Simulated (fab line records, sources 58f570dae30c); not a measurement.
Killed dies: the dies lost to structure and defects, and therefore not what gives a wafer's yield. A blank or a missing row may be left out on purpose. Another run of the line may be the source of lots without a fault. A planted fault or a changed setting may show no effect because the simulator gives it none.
Which tool did it? :: flow berkeleyCmos170 :: 14 lots, 42 wafers sampled, at 6 steps of a route of 331

== WHAT EACH GAUGE READ, for each wafer ==
UCB170_GATE_THK_MEAS_05. Usual: GATE_POLY_THK 223.2 nm, standard deviation 2.5.
lot: L788
measured: day 6 20:31
on: filmMetro-03
GATE_POLY_THK (nm): 227.0 227.5 227.6
flag: 

lot: L790
measured: day 7 08:29
on: filmMetro-04
GATE_POLY_THK (nm): 218.4 219.9 220.3
flag: 

lot: L789
measured: day 7 04:43
on: filmMetro-04
GATE_POLY_THK (nm): 222.0 220.2 218.4
flag: 

lot: L791
measured: day 7 08:27
on: filmMetro-02
GATE_POLY_THK (nm): 220.0 220.9 221.1
flag: 

lot: L792
measured: day 7 15:20
on: filmMetro-03
GATE_POLY_THK (nm): 224.2 221.5 224.2
flag: 

lot: L794
measured: day 7 15:22
on: filmMetro-04
GATE_POLY_THK (nm): 221.8 221.1 221.3
flag: 

lot: L793
measured: day 7 15:20
on: filmMetro-02
GATE_POLY_THK (nm): 225.5 224.3 226.6
flag: 

lot: L796
measured: day 8 01:38
on: filmMetro-04
GATE_POLY_THK (nm): 226.1 224.6 225.2
flag: 

lot: L795
measured: day 8 01:35
on: filmMetro-04
GATE_POLY_THK (nm): 225.6 227.4 225.2
flag: 

lot: L797
measured: day 8 01:37
on: filmMetro-02
GATE_POLY_THK (nm): 226.7 225.1 227.1
flag: 

lot: L798
measured: day 8 15:30
on: filmMetro-02
GATE_POLY_THK (nm): 224.2 223.2 223.9
flag: 

lot: L800
measured: day 9 02:59
on: filmMetro-03
GATE_POLY_THK (nm): 269.5 270.4 268.9
flag: OFF

lot: L799
measured: day 9 03:01
on: filmMetro-02
GATE_POLY_THK (nm): 267.5 265.7 266.4
flag: OFF

lot: L803
measured: day 10 05:21
on: filmMetro-02
GATE_POLY_THK (nm): 223.4 223.7 224.1
flag: 

UCB170_GATE_CD_MEAS_90: the cd target is 350 nm. Usual: 350.0 nm for cdNm, sd 1.4.
lot: L788
measured: day 6 22:00
on: cdSem-01
cdNm (nm): 351.2 352.5 351.9
flag: 

lot: L790
measured: day 7 10:21
on: cdSem-02
cdNm (nm): 349.5 348.9 349.5
flag: 

lot: L789
measured: day 7 06:08
on: cdSem-02
cdNm (nm): 349.9 349.2 349.6
flag: 

lot: L791
measured: day 7 10:07
on: cdSem-01
cdNm (nm): 350.8 350.4 350.3
flag: 

lot: L792
measured: day 7 16:53
on: cdSem-02
cdNm (nm): 351.1 350.0 350.3
flag: 

lot: L794
measured: day 7 17:28
on: cdSem-02
cdNm (nm): 351.1 349.2 350.4
flag: 

lot: L793
measured: day 7 17:41
on: cdSem-02
cdNm (nm): 350.7 350.0 350.3
flag: 

lot: L796
measured: day 8 03:39
on: cdSem-01
cdNm (nm): 352.4 350.4 350.2
flag: 

lot: L795
measured: day 8 03:16
on: cdSem-02
cdNm (nm): 349.1 348.3 349.1
flag: 

lot: L797
measured: day 8 03:27
on: cdSem-01
cdNm (nm): 346.6 349.1 347.7
flag: 

lot: L798
measured: day 8 17:39
on: cdSem-01
cdNm (nm): 350.6 350.3 350.5
flag: 

lot: L800
measured: day 9 04:15
on: cdSem-01
cdNm (nm): 351.1 351.2 349.8
flag: 

lot: L799
measured: day 9 04:31
on: cdSem-01
cdNm (nm): 350.8 351.4 351.3
flag: 

lot: L803
measured: day 10 06:57
on: cdSem-02
cdNm (nm): 347.6 346.6 346.7
flag: 

== WHAT TOOL EACH LOT RAN ON (gives the tool, then ch and the chambers of the sampled wafers, and finally the start) ==
lot: L788
UCB170_PFIELD_STRIP_08: plasmaAsher-02 ch 0,1, day 4 13:38
UCB170_GATE_CVD_04: lpcvd-01 ch 0, day 6 19:07
UCB170_GATE_ETCH_14: rieDiel-04 ch 0,2,3, day 6 21:49
UCB170_GATE_ETCH_15: rieSi-01 ch 0,2,3, day 6 21:51

lot: L790
UCB170_PFIELD_STRIP_08: plasmaAsher-04 ch 0,1, day 5 01:17
UCB170_GATE_CVD_04: lpcvd-02 ch 0, day 7 07:03
UCB170_GATE_ETCH_14: rieDiel-02 ch 0,3, day 7 10:06
UCB170_GATE_ETCH_15: rieSi-02 ch 0,1,2, day 7 10:09

lot: L789
UCB170_PFIELD_STRIP_08: plasmaAsher-01 ch 0,1, day 5 01:26
UCB170_GATE_CVD_04: lpcvd-02 ch 0, day 7 03:19
UCB170_GATE_ETCH_14: rieDiel-01 ch 1,2,3, day 7 05:56
UCB170_GATE_ETCH_15: rieSi-02 ch 0,1,2, day 7 05:59

lot: L791
UCB170_PFIELD_STRIP_08: plasmaAsher-04 ch 0,1, day 5 01:41
UCB170_GATE_CVD_04: lpcvd-02 ch 0, day 7 07:03
UCB170_GATE_ETCH_14: rieDiel-01 ch 0,2, day 7 09:56
UCB170_GATE_ETCH_15: rieSi-01 ch 1,2,3, day 7 09:59

lot: L792
UCB170_PFIELD_STRIP_08: plasmaAsher-04 ch 1, day 5 13:38
UCB170_GATE_CVD_04: lpcvd-02 ch 0, day 7 13:56
UCB170_GATE_ETCH_14: rieDiel-04 ch 1,3, day 7 16:41
UCB170_GATE_ETCH_15: rieSi-01 ch 0,2, day 7 16:44

lot: L794
UCB170_PFIELD_STRIP_08: plasmaAsher-04 ch 0,1, day 5 21:26
UCB170_GATE_CVD_04: lpcvd-02 ch 0, day 7 13:56
UCB170_GATE_ETCH_14: rieDiel-01 ch 0,1, day 7 17:13
UCB170_GATE_ETCH_15: rieSi-02 ch 1,2,3, day 7 17:15

lot: L793
UCB170_PFIELD_STRIP_08: plasmaAsher-04 ch 0, day 5 21:59
UCB170_GATE_CVD_04: lpcvd-02 ch 1, day 7 13:56
UCB170_GATE_ETCH_14: rieDiel-04 ch 1,2,3, day 7 17:29
UCB170_GATE_ETCH_15: rieSi-01 ch 1,3, day 7 17:32

lot: L796
UCB170_PFIELD_STRIP_08: plasmaAsher-01 ch 0,1, day 6 15:38
UCB170_GATE_CVD_04: lpcvd-01 ch 0, day 8 00:11
UCB170_GATE_ETCH_14: rieDiel-02 ch 2,3, day 8 03:28
UCB170_GATE_ETCH_15: rieSi-02 ch 0,2,3, day 8 03:30

lot: L795
UCB170_PFIELD_STRIP_08: plasmaAsher-01 ch 0,1, day 6 15:55
UCB170_GATE_CVD_04: lpcvd-01 ch 1, day 8 00:11
UCB170_GATE_ETCH_14: rieDiel-04 ch 1,2,3, day 8 03:04
UCB170_GATE_ETCH_15: rieSi-02 ch 0,1,2, day 8 03:07

lot: L797
UCB170_PFIELD_STRIP_08: plasmaAsher-04 ch 0,1, day 6 16:47
UCB170_GATE_CVD_04: lpcvd-01 ch 0, day 8 00:11
UCB170_GATE_ETCH_14: rieDiel-01 ch 0,1,2, day 8 03:11
UCB170_GATE_ETCH_15: rieSi-02 ch 1,2,3, day 8 03:14

lot: L798
UCB170_PFIELD_STRIP_08: plasmaAsher-02 ch 0,1, day 7 04:24
UCB170_GATE_CVD_04: lpcvd-02 ch 1, day 8 14:05
UCB170_GATE_ETCH_14: rieDiel-01 ch 2,3, day 8 17:25
UCB170_GATE_ETCH_15: rieSi-01 ch 0,1, day 8 17:27

lot: L800
UCB170_PFIELD_STRIP_08: plasmaAsher-01 ch 0,1, day 7 10:14
UCB170_GATE_CVD_04: lpcvd-01 ch 1, day 9 01:35
UCB170_GATE_ETCH_14: rieDiel-01 ch 2,3, day 9 04:02
UCB170_GATE_ETCH_15: rieSi-02 ch 0,1, day 9 04:06

lot: L799
UCB170_PFIELD_STRIP_08: plasmaAsher-02 ch 0,1, day 7 10:23
UCB170_GATE_CVD_04: lpcvd-01 ch 1, day 9 01:35
UCB170_GATE_ETCH_14: rieDiel-02 ch 0,1,3, day 9 04:19
UCB170_GATE_ETCH_15: rieSi-01 ch 0,1,3, day 9 04:22

lot: L803
UCB170_PFIELD_STRIP_08: plasmaAsher-02 ch 0,1, day 8 00:56
UCB170_GATE_CVD_04: lpcvd-02 ch 1, day 10 03:56
UCB170_GATE_ETCH_14: rieDiel-04 ch 0,1, day 10 06:43
UCB170_GATE_ETCH_15: rieSi-02 ch 0,1,2, day 10 06:46
- UCB170_PFIELD_STRIP_08: strips in O2.
- UCB170_GATE_CVD_04: deposits poly-Si from SiH4, time 1501 s, target thk 214 nm.
- UCB170_GATE_ETCH_14: etches BARC in N2/H2.
- UCB170_GATE_ETCH_15: etches poly-Si in HBr/Cl2, stops on SiO2, time 56.3 s, target depth 278.2 nm.

== WHAT THE TOOLS THEMSELVES READ (means of the sampled wafers that have a number; where no wafer has one, the mark that the record gives instead) ==
UCB170_PFIELD_STRIP_08. Usual: drypumpMotorCurrentA 5.8 A, standard deviation 0.61; oesProductAu 0.734 a.u., standard deviation 0.0041; stripTimeToEndpointS 21.65 s, standard deviation 0.047.
lot: L788
tool: plasmaAsher-02
drypumpMotorCurrentA (A): 5.9
oesProductAu (a.u.): 0.736
stripTimeToEndpointS (s): 21.62
flag: 

lot: L790
tool: plasmaAsher-04
drypumpMotorCurrentA (A): 6.4
oesProductAu (a.u.): 0.734
stripTimeToEndpointS (s): 21.70
flag: 

lot: L789
tool: plasmaAsher-01
drypumpMotorCurrentA (A): 5.0
oesProductAu (a.u.): 0.738
stripTimeToEndpointS (s): 21.76
flag: 

lot: L791
tool: plasmaAsher-04
drypumpMotorCurrentA (A): 6.4
oesProductAu (a.u.): 0.734
stripTimeToEndpointS (s): 21.61
flag: 

lot: L792
tool: plasmaAsher-04
drypumpMotorCurrentA (A): 5.9
oesProductAu (a.u.): 0.734
stripTimeToEndpointS (s): 21.59
flag: 

lot: L794
tool: plasmaAsher-04
drypumpMotorCurrentA (A): 6.4
oesProductAu (a.u.): 0.735
stripTimeToEndpointS (s): 21.64
flag: 

lot: L793
tool: plasmaAsher-04
drypumpMotorCurrentA (A): 6.6
oesProductAu (a.u.): 0.735
stripTimeToEndpointS (s): 21.65
flag: 

lot: L796
tool: plasmaAsher-01
drypumpMotorCurrentA (A): 5.1
oesProductAu (a.u.): 0.732
stripTimeToEndpointS (s): 21.68
flag: 

lot: L795
tool: plasmaAsher-01
drypumpMotorCurrentA (A): 5.0
oesProductAu (a.u.): 0.736
stripTimeToEndpointS (s): 21.65
flag: 

lot: L797
tool: plasmaAsher-04
drypumpMotorCurrentA (A): 6.4
oesProductAu (a.u.): 0.730
stripTimeToEndpointS (s): 21.68
flag: 

lot: L798
tool: plasmaAsher-02
drypumpMotorCurrentA (A): 5.9
oesProductAu (a.u.): 0.739
stripTimeToEndpointS (s): 21.59
flag: 

lot: L800
tool: plasmaAsher-01
drypumpMotorCurrentA (A): 5.1
oesProductAu (a.u.): 0.737
stripTimeToEndpointS (s): 21.64
flag: 

lot: L799
tool: plasmaAsher-02
drypumpMotorCurrentA (A): 5.9
oesProductAu (a.u.): 0.734
stripTimeToEndpointS (s): 21.62
flag: 

lot: L803
tool: plasmaAsher-02
drypumpMotorCurrentA (A): 5.9
oesProductAu (a.u.): 0.733
stripTimeToEndpointS (s): 21.64
flag: 

UCB170_GATE_CVD_04. Usual: sih4FlowSccm 120.0 sccm, standard deviation 0.38; spikeTcSourceC 629 C, standard deviation 3.4.
lot: L788
tool: lpcvd-01
sih4FlowSccm (sccm): 120.3
spikeTcSourceC (C): 631
flag: 

lot: L790
tool: lpcvd-02
sih4FlowSccm (sccm): 120.1
spikeTcSourceC (C): 625
flag: 

lot: L789
tool: lpcvd-02
sih4FlowSccm (sccm): 120.2
spikeTcSourceC (C): 624
flag: 

lot: L791
tool: lpcvd-02
sih4FlowSccm (sccm): 119.7
spikeTcSourceC (C): 625
flag: 

lot: L792
tool: lpcvd-02
sih4FlowSccm (sccm): 119.4
spikeTcSourceC (C): 624
flag: 

lot: L794
tool: lpcvd-02
sih4FlowSccm (sccm): 119.9
spikeTcSourceC (C): 624
flag: 

lot: L793
tool: lpcvd-02
sih4FlowSccm (sccm): 119.9
spikeTcSourceC (C): 629
flag: 

lot: L796
tool: lpcvd-01
sih4FlowSccm (sccm): 120.6
spikeTcSourceC (C): 631
flag: 

lot: L795
tool: lpcvd-01
sih4FlowSccm (sccm): 120.1
spikeTcSourceC (C): 633
flag: 

lot: L797
tool: lpcvd-01
sih4FlowSccm (sccm): 120.1
spikeTcSourceC (C): 632
flag: 

lot: L798
tool: lpcvd-02
sih4FlowSccm (sccm): 119.9
spikeTcSourceC (C): 630
flag: 

lot: L800
tool: lpcvd-01
sih4FlowSccm (sccm): 143.8
spikeTcSourceC (C): 633
flag: OFF

lot: L799
tool: lpcvd-01
sih4FlowSccm (sccm): 144.3
spikeTcSourceC (C): 632
flag: OFF

lot: L803
tool: lpcvd-02
sih4FlowSccm (sccm): 119.8
spikeTcSourceC (C): 630
flag: 

UCB170_GATE_ETCH_14. Usual: drypumpMotorCurrentA 5.9 A, standard deviation 0.35; oesProductAu 0.998 a.u., standard deviation 0.014; throttleValvePct 13.36 %, standard deviation 0.14.
lot: L788
tool: rieDiel-04
drypumpMotorCurrentA (A): 6.3
oesProductAu (a.u.): 0.996
throttleValvePct (%): 13.40
flag: 

lot: L790
tool: rieDiel-02
drypumpMotorCurrentA (A): 5.4
oesProductAu (a.u.): 1.000
throttleValvePct (%): 13.42
flag: 

lot: L789
tool: rieDiel-01
drypumpMotorCurrentA (A): 5.8
oesProductAu (a.u.): 0.995
throttleValvePct (%): 13.34
flag: 

lot: L791
tool: rieDiel-01
drypumpMotorCurrentA (A): 6.0
oesProductAu (a.u.): 0.996
throttleValvePct (%): 13.34
flag: 

lot: L792
tool: rieDiel-04
drypumpMotorCurrentA (A): 5.7
oesProductAu (a.u.): 0.992
throttleValvePct (%): 13.52
flag: 

lot: L794
tool: rieDiel-01
drypumpMotorCurrentA (A): 6.2
oesProductAu (a.u.): 1.005
throttleValvePct (%): 13.26
flag: 

lot: L793
tool: rieDiel-04
drypumpMotorCurrentA (A): 6.0
oesProductAu (a.u.): 0.994
throttleValvePct (%): 13.45
flag: 

lot: L796
tool: rieDiel-02
drypumpMotorCurrentA (A): 5.9
oesProductAu (a.u.): 0.992
throttleValvePct (%): 13.34
flag: 

lot: L795
tool: rieDiel-04
drypumpMotorCurrentA (A): 6.1
oesProductAu (a.u.): 1.002
throttleValvePct (%): 13.45
flag: 

lot: L797
tool: rieDiel-01
drypumpMotorCurrentA (A): 6.1
oesProductAu (a.u.): 1.003
throttleValvePct (%): 13.34
flag: 

lot: L798
tool: rieDiel-01
drypumpMotorCurrentA (A): 5.6
oesProductAu (a.u.): 0.976
throttleValvePct (%): 13.28
flag: 

lot: L800
tool: rieDiel-01
drypumpMotorCurrentA (A): 5.6
oesProductAu (a.u.): 0.978
throttleValvePct (%): 13.29
flag: 

lot: L799
tool: rieDiel-02
drypumpMotorCurrentA (A): 5.6
oesProductAu (a.u.): 0.984
throttleValvePct (%): 13.32
flag: 

lot: L803
tool: rieDiel-04
drypumpMotorCurrentA (A): 5.8
oesProductAu (a.u.): 0.992
throttleValvePct (%): 13.52
flag: 

UCB170_GATE_ETCH_15. Usual: drypumpMotorCurrentA 5.6 A, standard deviation 0.39; oesProductAu 0.852 a.u., standard deviation 0.018; throttleValvePct 26.38 %, standard deviation 0.2.
lot: L788
tool: rieSi-01
drypumpMotorCurrentA (A): 5.7
oesProductAu (a.u.): 0.873
throttleValvePct (%): 26.47
flag: 

lot: L790
tool: rieSi-02
drypumpMotorCurrentA (A): 5.7
oesProductAu (a.u.): 0.841
throttleValvePct (%): 26.25
flag: 

lot: L789
tool: rieSi-02
drypumpMotorCurrentA (A): 5.7
oesProductAu (a.u.): 0.841
throttleValvePct (%): 26.26
flag: 

lot: L791
tool: rieSi-01
drypumpMotorCurrentA (A): 5.6
oesProductAu (a.u.): 0.846
throttleValvePct (%): 26.42
flag: 

lot: L792
tool: rieSi-01
drypumpMotorCurrentA (A): 5.6
oesProductAu (a.u.): 0.866
throttleValvePct (%): 26.58
flag: 

lot: L794
tool: rieSi-02
drypumpMotorCurrentA (A): 5.6
oesProductAu (a.u.): 0.840
throttleValvePct (%): 26.44
flag: 

lot: L793
tool: rieSi-01
drypumpMotorCurrentA (A): 5.7
oesProductAu (a.u.): 0.870
throttleValvePct (%): 26.41
flag: 

lot: L796
tool: rieSi-02
drypumpMotorCurrentA (A): 5.9
oesProductAu (a.u.): 0.841
throttleValvePct (%): 26.30
flag: 

lot: L795
tool: rieSi-02
drypumpMotorCurrentA (A): 5.7
oesProductAu (a.u.): 0.854
throttleValvePct (%): 26.25
flag: 

lot: L797
tool: rieSi-02
drypumpMotorCurrentA (A): 5.5
oesProductAu (a.u.): 0.856
throttleValvePct (%): 26.44
flag: 

lot: L798
tool: rieSi-01
drypumpMotorCurrentA (A): 5.8
oesProductAu (a.u.): 0.878
throttleValvePct (%): 26.57
flag: 

lot: L800
tool: rieSi-02
drypumpMotorCurrentA (A): 5.7
oesProductAu (a.u.): 0.968
throttleValvePct (%): 26.18
flag: OFF

lot: L799
tool: rieSi-01
drypumpMotorCurrentA (A): 5.8
oesProductAu (a.u.): 0.977
throttleValvePct (%): 26.44
flag: OFF

lot: L803
tool: rieSi-02
drypumpMotorCurrentA (A): 5.7
oesProductAu (a.u.): 0.848
throttleValvePct (%): 26.26
flag: 

== THE ANSWER, worked out from the rows above alone ==
Rule: lot off if the mean of its wafers having a number is beyond 3 standard deviations from the usual mean. Also off: a lot with no number at a reading for which 4 or more lots have one. Any other lot the step has rows for is counted as sound. Order of review: gauges by route order, followed by the tools' own readings, for which a lot's mean as printed above is used. At the first step where some lot is off, the reading lying furthest off is the one used; lots without a number count as furthest.
Off: at UCB170_GATE_THK_MEAS_05 (GATE_POLY_THK), L800, L799.
If a tool, at a process step before that reading, ran all the lots that are off and no sound lot after the first of them, it fits. Not tried: the gauges at UCB170_GATE_THK_MEAS_05; whatever is off there is also off at UCB170_GATE_CVD_04, on other tools, and gauge error can't account for it. One fits: UCB170_GATE_CVD_04 on lpcvd-01. Its last sound lot is L795 (day 8 00:11), its first lot that is off L799 (day 9 01:35): a fault that began between those two fits.
The tool's own readings at UCB170_GATE_CVD_04 bear it out: on the lots that are off they differ by more than 5 times the standard deviation of the sound lots' means. sih4FlowSccm reads 144.1 sccm there against 120.0 sccm on the sound lots.

== WHAT THE SIMULATOR HAD PUT IN ==
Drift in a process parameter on lpcvd-01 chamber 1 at UCB170_GATE_CVD_04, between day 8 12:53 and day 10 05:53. A move of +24 in setting sih4FlowSccm, from 120. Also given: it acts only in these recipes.
Lots struck among those shown: L800, L799. Same finding as the rule above.
